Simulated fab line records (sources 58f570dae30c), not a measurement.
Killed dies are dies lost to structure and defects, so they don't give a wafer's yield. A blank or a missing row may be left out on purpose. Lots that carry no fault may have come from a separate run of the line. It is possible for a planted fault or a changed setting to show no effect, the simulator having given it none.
Which tool was responsible? || flow berkeleyCmos170 || 13 lots, 39 wafers sampled, at 6 steps of a route of 331

## WHAT THE GAUGES SHOWED, per wafer
UCB170_V2_BOW_MEAS_03.
{"lot": "L710", "measured": "day 7 21:38", "on": "filmMetro-02", "V2_BOW (um)": "38 25 43"}
{"lot": "L709", "measured": "day 7 21:56", "on": "filmMetro-04", "V2_BOW (um)": "33 27 29"}
{"lot": "L712", "measured": "day 8 15:05", "on": "filmMetro-02", "V2_BOW (um)": "49 34 43"}
{"lot": "L713", "measured": "day 8 15:36", "on": "filmMetro-03", "V2_BOW (um)": "28 28 35"}
{"lot": "L715", "measured": "day 9 16:21", "on": "filmMetro-03", "V2_BOW (um)": "30 38 34"}
{"lot": "L716", "measured": "day 9 16:34", "on": "filmMetro-04", "V2_BOW (um)": "28 33 20"}
{"lot": "L717", "measured": "day 9 16:52", "on": "filmMetro-04", "V2_BOW (um)": "35 30 40"}
{"lot": "L720", "measured": "day 10 15:08", "on": "filmMetro-02", "V2_BOW (um)": "32 34 40"}
{"lot": "L727", "measured": "day 11 05:20", "on": "filmMetro-03", "V2_BOW (um)": "38 26 49"}
{"lot": "L732", "measured": "day 11 23:39", "on": "filmMetro-02", "V2_BOW (um)": "51 42 29"}
{"lot": "L730", "measured": "day 12 00:13", "on": "filmMetro-04", "V2_BOW (um)": "39 29 39"}
{"lot": "L729", "measured": "day 12 00:34", "on": "filmMetro-04", "V2_BOW (um)": "40 49 39"}
{"lot": "L731", "measured": "day 12 00:53", "on": "filmMetro-03", "V2_BOW (um)": "36 47 40"}

UCB170_V2_OVL_MEAS_13.
{"lot": "L710", "measured": "day 7 23:19", "on": "overlay-01", "V2_OVL (nm)": "0 1 -5"}
{"lot": "L709", "measured": "day 7 23:28", "on": "overlay-02", "V2_OVL (nm)": "2 1 1"}
{"lot": "L712", "measured": "day 8 17:40", "on": "overlay-01", "V2_OVL (nm)": "5 4 7"}
{"lot": "L713", "measured": "day 8 17:58", "on": "overlay-02", "V2_OVL (nm)": "-9 1 0"}
{"lot": "L715", "measured": "day 9 19:05", "on": "overlay-02", "V2_OVL (nm)": "5 6 12"}
{"lot": "L716", "measured": "day 9 20:04", "on": "overlay-02", "V2_OVL (nm)": "5 7 3"}
{"lot": "L717", "measured": "day 9 20:20", "on": "overlay-02", "V2_OVL (nm)": "0 -5 -3"}
{"lot": "L720", "measured": "day 10 17:22", "on": "overlay-02", "V2_OVL (nm)": "-7 -8 -14"}
{"lot": "L727", "measured": "day 11 06:53", "on": "overlay-02", "V2_OVL (nm)": "-1 3 -4"}
{"lot": "L732", "measured": "day 12 01:43", "on": "overlay-01", "V2_OVL (nm)": "-2 3 -2"}
{"lot": "L730", "measured": "day 12 01:59", "on": "overlay-02", "V2_OVL (nm)": "1 3 0"}
{"lot": "L729", "measured": "day 12 02:53", "on": "overlay-01", "V2_OVL (nm)": "-6 -2 -1"}
{"lot": "L731", "measured": "day 12 03:43", "on": "overlay-02", "V2_OVL (nm)": "1 -2 9"}

UCB170_V2_CD_MEAS_90: the cd target is 700 nm.
{"lot": "L710", "measured": "day 7 23:38", "on": "cdSem-01", "cdNm (nm)": "700.3 701.0 700.7"}
{"lot": "L709", "measured": "day 7 23:47", "on": "cdSem-01", "cdNm (nm)": "699.8 698.9 698.1"}
{"lot": "L712", "measured": "day 8 17:59", "on": "cdSem-01", "cdNm (nm)": "700.3 700.1 699.8"}
{"lot": "L713", "measured": "day 8 18:18", "on": "cdSem-02", "cdNm (nm)": "701.5 701.8 701.0"}
{"lot": "L715", "measured": "day 9 19:23", "on": "cdSem-01", "cdNm (nm)": "699.3 701.2 700.1"}
{"lot": "L716", "measured": "day 9 20:23", "on": "cdSem-02", "cdNm (nm)": "697.9 698.3 697.2"}
{"lot": "L717", "measured": "day 9 20:40", "on": "cdSem-01", "cdNm (nm)": "700.8 699.3 698.4"}
{"lot": "L720", "measured": "day 10 17:41", "on": "cdSem-01", "cdNm (nm)": "701.5 701.4 702.1"}
{"lot": "L727", "measured": "day 11 07:12", "on": "cdSem-01", "cdNm (nm)": "702.3 700.6 700.6"}
{"lot": "L732", "measured": "day 12 02:02", "on": "cdSem-02", "cdNm (nm)": "698.8 699.3 700.2"}
{"lot": "L730", "measured": "day 12 02:17", "on": "cdSem-01", "cdNm (nm)": "700.4 699.0 702.1"}
{"lot": "L729", "measured": "day 12 03:12", "on": "cdSem-02", "cdNm (nm)": "704.3 702.8 704.8"}
{"lot": "L731", "measured": "day 12 04:01", "on": "cdSem-01", "cdNm (nm)": "697.7 700.3 699.3"}

UCB170_M3_RS_MEAS_02: uses a four-point probe to measure.
{"lot": "L710", "measured": "day 7 23:54", "on": "filmMetro-04", "M3_AL_RS (ohm/sq)": "0.03258 0.03204 0.0325"}
{"lot": "L709", "measured": "day 8 00:03", "on": "filmMetro-02", "M3_AL_RS (ohm/sq)": "0.03261 0.03248 0.03223"}
{"lot": "L712", "measured": "day 8 18:15", "on": "filmMetro-02", "M3_AL_RS (ohm/sq)": "0.03248 0.03227 0.03257"}
{"lot": "L713", "measured": "day 8 18:34", "on": "filmMetro-01", "M3_AL_RS (ohm/sq)": "0.03182 0.03155 0.03159"}
{"lot": "L715", "measured": "day 9 19:40", "on": "filmMetro-04", "M3_AL_RS (ohm/sq)": "0.03206 0.03279 0.0324"}
{"lot": "L716", "measured": "day 9 20:40", "on": "filmMetro-01", "M3_AL_RS (ohm/sq)": "0.03259 0.03258 0.03291"}
{"lot": "L717", "measured": "day 9 20:56", "on": "filmMetro-04", "M3_AL_RS (ohm/sq)": "0.03208 0.03228 0.03245"}
{"lot": "L720", "measured": "day 10 17:58", "on": "filmMetro-01", "M3_AL_RS (ohm/sq)": "0.03194 0.03195 0.03229"}
{"lot": "L727", "measured": "day 11 07:28", "on": "filmMetro-02", "M3_AL_RS (ohm/sq)": "0.03252 0.03219 0.02217"}
{"lot": "L732", "measured": "day 12 02:19", "on": "filmMetro-04", "M3_AL_RS (ohm/sq)": "0.0328 0.03247 0.03246"}
{"lot": "L730", "measured": "day 12 02:34", "on": "filmMetro-01", "M3_AL_RS (ohm/sq)": "0.03237 0.03214 0.03217"}
{"lot": "L729", "measured": "day 12 03:28", "on": "filmMetro-01", "M3_AL_RS (ohm/sq)": "0.03227 0.03198 0.03188"}
{"lot": "L731", "measured": "day 12 04:17", "on": "filmMetro-04", "M3_AL_RS (ohm/sq)": "0.03189 0.03178 0.0321"}

UCB170_M3_THK_MEAS_03: measures by xrf.
{"lot": "L710", "measured": "day 8 00:01", "on": "filmMetro-04", "M3_AL_THK (nm)": "890 900 888"}
{"lot": "L709", "measured": "day 8 00:10", "on": "filmMetro-02", "M3_AL_THK (nm)": "891 899 903"}
{"lot": "L712", "measured": "day 8 18:22", "on": "filmMetro-02", "M3_AL_THK (nm)": "897 904 894"}
{"lot": "L713", "measured": "day 8 18:40", "on": "filmMetro-01", "M3_AL_THK (nm)": "895 915 907"}
{"lot": "L715", "measured": "day 9 19:47", "on": "filmMetro-04", "M3_AL_THK (nm)": "912 888 899"}
{"lot": "L716", "measured": "day 9 20:46", "on": "filmMetro-01", "M3_AL_THK (nm)": "886 886 874"}
{"lot": "L717", "measured": "day 9 21:03", "on": "filmMetro-04", "M3_AL_THK (nm)": "907 903 895"}
{"lot": "L720", "measured": "day 10 18:05", "on": "filmMetro-01", "M3_AL_THK (nm)": "899 896 885"}
{"lot": "L727", "measured": "day 11 07:35", "on": "filmMetro-02", "M3_AL_THK (nm)": "892 903 1307"}
{"lot": "L732", "measured": "day 12 02:25", "on": "filmMetro-04", "M3_AL_THK (nm)": "888 892 898"}
{"lot": "L730", "measured": "day 12 02:41", "on": "filmMetro-01", "M3_AL_THK (nm)": "887 890 894"}
{"lot": "L729", "measured": "day 12 03:35", "on": "filmMetro-01", "M3_AL_THK (nm)": "885 895 898"}
{"lot": "L731", "measured": "day 12 04:25", "on": "filmMetro-04", "M3_AL_THK (nm)": "920 919 912"}

## WHAT TOOL EACH LOT RAN ON (gives the tool, then ch and the chambers of the sampled wafers, and finally the start)
{"lot": "L710", "UCB170_M3_SPUTTER_01": "pvdSputter-04, day 7 23:49"}
{"lot": "L709", "UCB170_M3_SPUTTER_01": "pvdSputter-03, day 7 23:58"}
{"lot": "L712", "UCB170_M3_SPUTTER_01": "pvdSputter-04, day 8 18:10"}
{"lot": "L713", "UCB170_M3_SPUTTER_01": "pvdSputter-02, day 8 18:26"}
{"lot": "L715", "UCB170_M3_SPUTTER_01": "pvdSputter-04, day 9 19:35"}
{"lot": "L716", "UCB170_M3_SPUTTER_01": "pvdSputter-03, day 9 20:34"}
{"lot": "L717", "UCB170_M3_SPUTTER_01": "pvdSputter-04, day 9 20:50"}
{"lot": "L720", "UCB170_M3_SPUTTER_01": "pvdSputter-04, day 10 17:52"}
{"lot": "L727", "UCB170_M3_SPUTTER_01": "pvdSputter-04, day 11 07:23"}
{"lot": "L732", "UCB170_M3_SPUTTER_01": "pvdSputter-02, day 12 02:12"}
{"lot": "L730", "UCB170_M3_SPUTTER_01": "pvdSputter-02, day 12 02:29"}
{"lot": "L729", "UCB170_M3_SPUTTER_01": "pvdSputter-02, day 12 03:23"}
{"lot": "L731", "UCB170_M3_SPUTTER_01": "pvdSputter-02, day 12 04:13"}
- UCB170_M3_SPUTTER_01: material Al, target thk 900 nm, time 120 s.

## WHAT THE TOOLS THEMSELVES READ (means of the sampled wafers that have a number; where no wafer has one, the mark that the record gives instead)
UCB170_M3_SPUTTER_01.
{"lot": "L710", "tool": "pvdSputter-04", "throttleValvePct (%)": 29.4}
{"lot": "L709", "tool": "pvdSputter-03", "throttleValvePct (%)": 30.1}
{"lot": "L712", "tool": "pvdSputter-04", "throttleValvePct (%)": 28.2}
{"lot": "L713", "tool": "pvdSputter-02", "throttleValvePct (%)": 30.9}
{"lot": "L715", "tool": "pvdSputter-04", "throttleValvePct (%)": 29.5}
{"lot": "L716", "tool": "pvdSputter-03", "throttleValvePct (%)": 30.0}
{"lot": "L717", "tool": "pvdSputter-04", "throttleValvePct (%)": 29.2}
{"lot": "L720", "tool": "pvdSputter-04", "throttleValvePct (%)": 29.2}
{"lot": "L727", "tool": "pvdSputter-04", "throttleValvePct (%)": 29.0}
{"lot": "L732", "tool": "pvdSputter-02", "throttleValvePct (%)": 30.8}
{"lot": "L730", "tool": "pvdSputter-02", "throttleValvePct (%)": 31.3}
{"lot": "L729", "tool": "pvdSputter-02", "throttleValvePct (%)": 30.7}
{"lot": "L731", "tool": "pvdSputter-02", "throttleValvePct (%)": 31.2}

## THE ANSWER, worked out from the rows above alone
Rule: what is usual is taken from the lots themselves. The widest of any qualifying gaps counts: lots, ordered by their means at a reading, are off when they make up no more than a third of the lots, leave a main group of 4 or more, and stand apart from it by 3 or more times the standard deviation of that group's means. The tables above print the reading to a certain number of digits; a main group whose means all agree to those digits is not used. A lot without any number at a reading at which 4 lots or more have one is off too. The other lots that the step has rows for count as sound. The gauges are gone through in route order, then the tools' own readings, and for those a lot's mean is taken as printed above. The first step at which some lot is off is used, and at that step the reading that is off furthest; a lot without a number counts as furthest.
Off: at UCB170_M3_RS_MEAS_02 (M3_AL_RS), L727. Main group: mean 0.03226 ohm/sq, sd 0.00028.
If a tool, at a process step before that reading, ran all the lots that are off and no sound lot after the first of them, it fits. Gauges at UCB170_M3_RS_MEAS_02: tried the same way as those tools. Undecided on this evidence; 2 tools fit (pvdSputter-04 at UCB170_M3_SPUTTER_01, filmMetro-02 at UCB170_M3_RS_MEAS_02).

## WHAT THE SIMULATOR HAD INSERTED
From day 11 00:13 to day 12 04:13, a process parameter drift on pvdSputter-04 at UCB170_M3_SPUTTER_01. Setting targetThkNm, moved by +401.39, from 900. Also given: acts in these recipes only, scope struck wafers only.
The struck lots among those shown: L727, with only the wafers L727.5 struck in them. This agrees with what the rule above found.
